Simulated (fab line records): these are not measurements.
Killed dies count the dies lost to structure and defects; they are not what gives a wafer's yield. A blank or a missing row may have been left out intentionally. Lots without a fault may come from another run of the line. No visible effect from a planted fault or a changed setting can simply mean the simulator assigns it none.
Split-lot experiment / flow rit_cmos / on a route of 202 steps: 5 lots, 23 wafers read

== ON THE SPLIT ==
At RIT_PWELL_COAT_01 (resist thk 1300 nm), the setting resist_thk_nm was moved away from the recipe's 1300 nm on 10 of the 23 wafers read, by -3.6% to +3.3%. The other wafers ran this setting at the recipe's value.

== FROM THE SPLIT TO THE READING: what the file shows between them, 3 steps ==
- RIT_PWELL_SOFTBAKE_02: time 60 s
- RIT_PWELL_EXPOSE_03: exposes mask M3, target cd 43700 nm
- RIT_PWELL_DEVELOP_05: develop time 68 s

== THE READING ==
NOVOLAK_of_PWELL_COAT_01.thk_nm (the simulator's own value, which no gauge read), in nm, at RIT_PWELL_HARDBAKE_07 (time 120 s). The file gives no usual value for it. Average 1136 nm, standard deviation 1.4 nm, over the 13 wafers here run with the recipe.

wafer=L076.1; tool, chamber at the split=litho_track-01, 0; resist_thk_nm as run, nm=1300; against the recipe=recipe; NOVOLAK_of_PWELL_COAT_01.thk_nm, nm=1134; against lot-mates on the recipe=-
wafer=L076.4; tool, chamber at the split=litho_track-01, 0; resist_thk_nm as run, nm=1300; against the recipe=recipe; NOVOLAK_of_PWELL_COAT_01.thk_nm, nm=1136; against lot-mates on the recipe=-
wafer=L076.5; tool, chamber at the split=litho_track-01, 0; resist_thk_nm as run, nm=1300; against the recipe=recipe; NOVOLAK_of_PWELL_COAT_01.thk_nm, nm=1136; against lot-mates on the recipe=-
wafer=L079.2; tool, chamber at the split=litho_track-01, 0; resist_thk_nm as run, nm=1270; against the recipe=-2.3%; NOVOLAK_of_PWELL_COAT_01.thk_nm, nm=1113; against lot-mates on the recipe=-24
wafer=L079.5; tool, chamber at the split=litho_track-01, 0; resist_thk_nm as run, nm=1270; against the recipe=-2.3%; NOVOLAK_of_PWELL_COAT_01.thk_nm, nm=1113; against lot-mates on the recipe=-24
wafer=L079.3; tool, chamber at the split=litho_track-01, 0; resist_thk_nm as run, nm=1300; against the recipe=recipe; NOVOLAK_of_PWELL_COAT_01.thk_nm, nm=1136; against lot-mates on the recipe=-
wafer=L079.4; tool, chamber at the split=litho_track-01, 0; resist_thk_nm as run, nm=1300; against the recipe=recipe; NOVOLAK_of_PWELL_COAT_01.thk_nm, nm=1138; against lot-mates on the recipe=-
wafer=L079.6; tool, chamber at the split=litho_track-01, 0; resist_thk_nm as run, nm=1270; against the recipe=-2.3%; NOVOLAK_of_PWELL_COAT_01.thk_nm, nm=1115; against lot-mates on the recipe=-22
wafer=L081.1; tool, chamber at the split=litho_track-04, 0; resist_thk_nm as run, nm=1300; against the recipe=recipe; NOVOLAK_of_PWELL_COAT_01.thk_nm, nm=1139; against lot-mates on the recipe=-
wafer=L081.3; tool, chamber at the split=litho_track-04, 0; resist_thk_nm as run, nm=1343; against the recipe=+3.3%; NOVOLAK_of_PWELL_COAT_01.thk_nm, nm=1174; against lot-mates on the recipe=+37
wafer=L081.4; tool, chamber at the split=litho_track-04, 0; resist_thk_nm as run, nm=1300; against the recipe=recipe; NOVOLAK_of_PWELL_COAT_01.thk_nm, nm=1135; against lot-mates on the recipe=-
wafer=L081.5; tool, chamber at the split=litho_track-04, 0; resist_thk_nm as run, nm=1343; against the recipe=+3.3%; NOVOLAK_of_PWELL_COAT_01.thk_nm, nm=1173; against lot-mates on the recipe=+36
wafer=L081.6; tool, chamber at the split=litho_track-04, 0; resist_thk_nm as run, nm=1300; against the recipe=recipe; NOVOLAK_of_PWELL_COAT_01.thk_nm, nm=1136; against lot-mates on the recipe=-
wafer=L082.1; tool, chamber at the split=litho_track-01, 0; resist_thk_nm as run, nm=1328; against the recipe=+2.2%; NOVOLAK_of_PWELL_COAT_01.thk_nm, nm=1160; against lot-mates on the recipe=+24
wafer=L082.3; tool, chamber at the split=litho_track-01, 0; resist_thk_nm as run, nm=1328; against the recipe=+2.2%; NOVOLAK_of_PWELL_COAT_01.thk_nm, nm=1162; against lot-mates on the recipe=+26
wafer=L082.4; tool, chamber at the split=litho_track-01, 0; resist_thk_nm as run, nm=1328; against the recipe=+2.2%; NOVOLAK_of_PWELL_COAT_01.thk_nm, nm=1156; against lot-mates on the recipe=+20
wafer=L082.5; tool, chamber at the split=litho_track-01, 0; resist_thk_nm as run, nm=1300; against the recipe=recipe; NOVOLAK_of_PWELL_COAT_01.thk_nm, nm=1135; against lot-mates on the recipe=-
wafer=L082.6; tool, chamber at the split=litho_track-01, 0; resist_thk_nm as run, nm=1300; against the recipe=recipe; NOVOLAK_of_PWELL_COAT_01.thk_nm, nm=1136; against lot-mates on the recipe=-
wafer=L084.1; tool, chamber at the split=litho_track-01, 0; resist_thk_nm as run, nm=1300; against the recipe=recipe; NOVOLAK_of_PWELL_COAT_01.thk_nm, nm=1134; against lot-mates on the recipe=-
wafer=L084.5; tool, chamber at the split=litho_track-01, 0; resist_thk_nm as run, nm=1300; against the recipe=recipe; NOVOLAK_of_PWELL_COAT_01.thk_nm, nm=1134; against lot-mates on the recipe=-
wafer=L084.3; tool, chamber at the split=litho_track-01, 0; resist_thk_nm as run, nm=1253; against the recipe=-3.6%; NOVOLAK_of_PWELL_COAT_01.thk_nm, nm=1095; against lot-mates on the recipe=-39
wafer=L084.4; tool, chamber at the split=litho_track-01, 0; resist_thk_nm as run, nm=1253; against the recipe=-3.6%; NOVOLAK_of_PWELL_COAT_01.thk_nm, nm=1094; against lot-mates on the recipe=-40
wafer=L084.6; tool, chamber at the split=litho_track-01, 0; resist_thk_nm as run, nm=1300; against the recipe=recipe; NOVOLAK_of_PWELL_COAT_01.thk_nm, nm=1135; against lot-mates on the recipe=-

THE FIT
A straight line over all 23 wafers: NOVOLAK_of_PWELL_COAT_01.thk_nm changes by +11 nm for each +1% of resist_thk_nm; r = +1.00; the points scatter about the line by 2 nm.
The same after taking each lot's own level away (the mean of its wafers on the recipe; 23 wafers): +10.9 nm for each +1%; r = +1.00; scatter 1.5 nm.
The reading moves by 39 nm for the largest change in resist_thk_nm, on that fit.
Across the lots, their own levels run from 1134.3 to 1137.0 nm, a range of 1.9 times the standard deviation given above.
Consequently the slope shifts little with the lot-to-lot level, the two slopes agreeing.
Check: for one of the wafers moved furthest among these (-3.6%), held out of the fit, the line's prediction against its lot-mates is -38.9 nm. It came out at -39.3 nm against them.

== OTHER SPLITS APPLIED TO THESE WAFERS ==
These wafers also went through other splits before the reading. Each is held against what the fit with the lots' levels taken away leaves over:
other split on the same wafers=RIT_ACTIVE_CVD_03 temp_c; wafers away from the commonest value=15; r with NOVOLAK_of_PWELL_COAT_01.thk_nm (lot level and that fit taken away)=-0.03
other split on the same wafers=RIT_ACTIVE_COAT_06 spin_rpm; wafers away from the commonest value=8; r with NOVOLAK_of_PWELL_COAT_01.thk_nm (lot level and that fit taken away)=+0.14
other split on the same wafers=RIT_ACTIVE_ETCH_13 time_s; wafers away from the commonest value=10; r with NOVOLAK_of_PWELL_COAT_01.thk_nm (lot level and that fit taken away)=-0.06
other split on the same wafers=RIT_FOX2_OXIDATION_00 temp_c; wafers away from the commonest value=15; r with NOVOLAK_of_PWELL_COAT_01.thk_nm (lot level and that fit taken away)=+0.04

== THE WHOLE CHAIN: every reading that the file lists as answering this split, in the file's order ==
step=RIT_PWELL_COAT_01; what it does=resist thk 1300 nm; reading=NOVOLAK_of_PWELL_COAT_01.thk_nm (the simulator's own value, which no gauge read); change (the file's fit)=+12.6 nm for each +1% of the setting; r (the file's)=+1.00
step=RIT_PWELL_HARDBAKE_07; what it does=time 120 s; reading=NOVOLAK_of_PWELL_COAT_01.thk_nm (the simulator's own value, which no gauge read); change (the file's fit)=+10.9 nm for each +1% of the setting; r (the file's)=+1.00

== FILE'S OWN FIT ==
NOVOLAK_of_PWELL_COAT_01.thk_nm changes by +10.9 nm for each +1% of resist_thk_nm, r = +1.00.
